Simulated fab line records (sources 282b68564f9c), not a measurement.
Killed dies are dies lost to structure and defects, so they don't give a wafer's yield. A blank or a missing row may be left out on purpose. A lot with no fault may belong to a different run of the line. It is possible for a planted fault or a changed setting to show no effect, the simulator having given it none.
One fault seen from 2 desks | flow rit_cmos | only its own numbers are on each desk; what lay behind them is given at the end

== METROLOGY DESK ==
What the gauges read for every lot (on any tool): the sampled wafers with a number, averaged. The brackets show how far a lot's mean lies from the usual mean; more than 4 standard deviations puts the lot out of limits, marked OUT.
Columns: A = PSD_TW at RIT_PSD_TW_MEAS_10, usual 3436; B = PSD_RS at RIT_SDANNEAL_RS_MEAS_04, usual 115.3 ohm/sq
lot  | first seen here | A               | B
L461 | day 3 03:31     | 3457            | 115.5
L462 | day 3 09:04     | 3440            | 114.8
L463 | day 3 13:31     | 3457            | 114.9
L464 | day 3 20:59     | 3446            | 115.2
L465 | day 3 23:43     | 3451            | 114.8
L466 | day 4 03:26     | 3452            | 115.9
L469 | day 4 21:26     | 3445            | 114.8
L471 | day 5 05:35     | 3402            | 115.7
L472 | day 5 12:38     | 3237 (-7.6) OUT | 122.7 (+20) OUT
L474 | day 5 22:02     | 3224 (-8.2) OUT | 122.4 (+19) OUT
L476 | day 6 07:56     | 3201 (-9.0) OUT | 122.8 (+20) OUT
L477 | day 6 15:07     | 3451            | 114.8
L478 | day 6 19:56     | 3450            | 115.0
L483 | day 7 18:14     | 3432            | 115.0
L484 | day 8 01:36     | 3440            | 115.3
This desk reports L472, L474, L476 out of limits; the earliest was L472 at day 5 12:38 (PSD_TW at RIT_PSD_TW_MEAS_10). Within limits: L461, L462, L463, L464, L465, L466, L469, L471, L477, L478, L483, L484.

== AT THE TOOL OWNER'S DESK: implanter-02 ==
The tool's own readings at RIT_PSD_IMPLANT_08: means of the sampled wafers that have a number, for each lot that ran on this tool. The brackets show how far a lot's mean lies from the usual mean; more than 4 standard deviations puts the lot out of limits, marked OUT.
Columns: A = beam_on_s at RIT_PSD_IMPLANT_08, usual 12.9 s; B = dose_ions_cm2 at RIT_PSD_IMPLANT_08, usual 4.999e+15; C = faraday_current_uA at RIT_PSD_IMPLANT_08, usual 11972
lot  | first seen here | A    | B                           | C
L461 | day 3 03:11     | 14.0 | 5.000e+15                   | 10998
L466 | day 4 03:08     | 14.0 | 4.994e+15                   | 10977
L469 | day 4 21:10     | 14.2 | 5.003e+15                   | 10904
L472 | day 5 12:20     | 9.9  | 2.807e+15 (-99 or more) OUT | 8769
L474 | day 5 21:43     | 9.9  | 2.813e+15 (-99 or more) OUT | 8715
L476 | day 6 07:36     | 10.1 | 2.808e+15 (-99 or more) OUT | 8548 (-4.2) OUT
Finding of this desk: L472, L474, L476 out of limits; the first was L472 at day 5 12:20, on dose_ions_cm2 at RIT_PSD_IMPLANT_08. Within limits: L461, L466, L469.

== BROUGHT TOGETHER ==
The tool owner's desk had the chance to raise an alarm at day 5 12:20 on L472, L474, L476.
The metrology desk could have raised an alarm at day 5 12:38, on L472, L474, L476.
RIT_PSD_IMPLANT_08 was run on implanter-02 by each of the lots named.

== WHAT HAD BEEN PUT IN BY THE SIMULATOR ==
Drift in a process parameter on implanter-02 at RIT_PSD_IMPLANT_08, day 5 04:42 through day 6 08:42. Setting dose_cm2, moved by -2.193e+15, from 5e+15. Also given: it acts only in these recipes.
Shown lots that were struck: L472, L474, L476.
Fault start to first reading out of limits, in hours, per desk: tool owner, 8; metrology, 8.
